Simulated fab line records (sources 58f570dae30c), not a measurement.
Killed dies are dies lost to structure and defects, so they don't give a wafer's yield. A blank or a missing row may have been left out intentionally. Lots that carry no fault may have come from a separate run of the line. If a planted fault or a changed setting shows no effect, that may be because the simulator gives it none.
One fault seen from 2 desks / flow berkeleyCmos170 / each desk holds nothing but its own numbers, with what lay behind them at the end

DESK OF THE TOOL OWNER: implanter-01
The tool's own readings at UCB170_PLDD_IMPLANT_09: means of the sampled wafers that have a number, for each lot that ran on this tool. Marked OUT: a lot whose mean sits more than 4 standard deviations from the usual mean, which makes it out of limits; the brackets give that distance.
Columns: A = beamEnergyKeV at UCB170_PLDD_IMPLANT_09, usual 10.000; B = beamOnS at UCB170_PLDD_IMPLANT_09, usual 10.01 s; C = faradayCurrentUA at UCB170_PLDD_IMPLANT_09, usual 158.5
lot=L756; first seen here=day 8 00:29; A=10.003; B=9.99; C=159.0
lot=L760; first seen here=day 8 05:03; A=9.996; B=10.03; C=158.2
lot=L759; first seen here=day 8 05:56; A=6.998 (-99 or more) OUT; B=16.74 (+37) OUT; C=94.6 (-23) OUT
lot=L764; first seen here=day 8 23:43; A=6.999 (-99 or more) OUT; B=16.56 (+36) OUT; C=95.6 (-22) OUT
This desk finds L759, L764 out of limits, L759 being first, at day 8 05:56 (beamEnergyKeV at UCB170_PLDD_IMPLANT_09). L756, L760: within limits.

FROM THE METROLOGY DESK
Lot by lot, what the gauges showed, no matter which tool ran the lot: averages of those sampled wafers that carry a number. Marked OUT: a lot whose mean sits more than 4 standard deviations from the usual mean, which makes it out of limits; the brackets give that distance.
Columns: A = PLDD_TW at UCB170_PLDD_TW_MEAS_11, usual 1009; B = PLDD_RS at UCB170_SDANNEAL_RS_MEAS_04, usual 1032 ohm/sq
lot=L756; first seen here=day 8 00:44; A=1010; B=1031
lot=L755; first seen here=day 8 01:17; A=1006; B=1035
lot=L760; first seen here=day 8 05:18; A=1009; B=1033
lot=L759; first seen here=day 8 06:09; A=961 (-13) OUT; B=1044
lot=L758; first seen here=day 8 06:18; A=1007; B=1034
lot=L764; first seen here=day 8 23:58; A=963 (-12) OUT; B=1046 (+4.8) OUT
lot=L768; first seen here=day 10 11:35; A=1014; B=1034
lot=L769; first seen here=day 10 23:31; A=1008; B=1028
lot=L771; first seen here=day 10 23:46; A=1013; B=1030
lot=L772; first seen here=day 11 00:04; A=1008; B=1031
lot=L774; first seen here=day 11 00:10; A=1012; B=1035
lot=L773; first seen here=day 11 00:22; A=1006; B=1033
lot=L777; first seen here=day 12 00:22; A=1003; B=1034
lot=L776; first seen here=day 12 00:51; A=1000; B=1030
This desk finds L759, L764 out of limits, with the earliest case on L759 at day 8 06:09 (PLDD_TW at UCB170_PLDD_TW_MEAS_11). L756, L755, L760, L758, L768, L769, L771, L772, L774, L773, L777, L776: within limits.

ALL TOGETHER
An alarm could have come from the tool owner's desk at day 8 05:56, on L759, L764.
On L759, L764, the metrology desk was in a position to raise an alarm at day 8 06:09.
Every lot named ran UCB170_PLDD_IMPLANT_09 on implanter-01.

WHAT HAD BEEN PUT IN BY THE SIMULATOR
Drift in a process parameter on implanter-01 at UCB170_PLDD_IMPLANT_09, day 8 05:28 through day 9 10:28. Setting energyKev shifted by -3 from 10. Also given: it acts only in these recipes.
Shown lots that were struck: L759, L764.
Delay (hours) between the fault's onset and each desk's first out-of-limits reading: 0 at the tool owner's desk, 1 at the metrology desk.
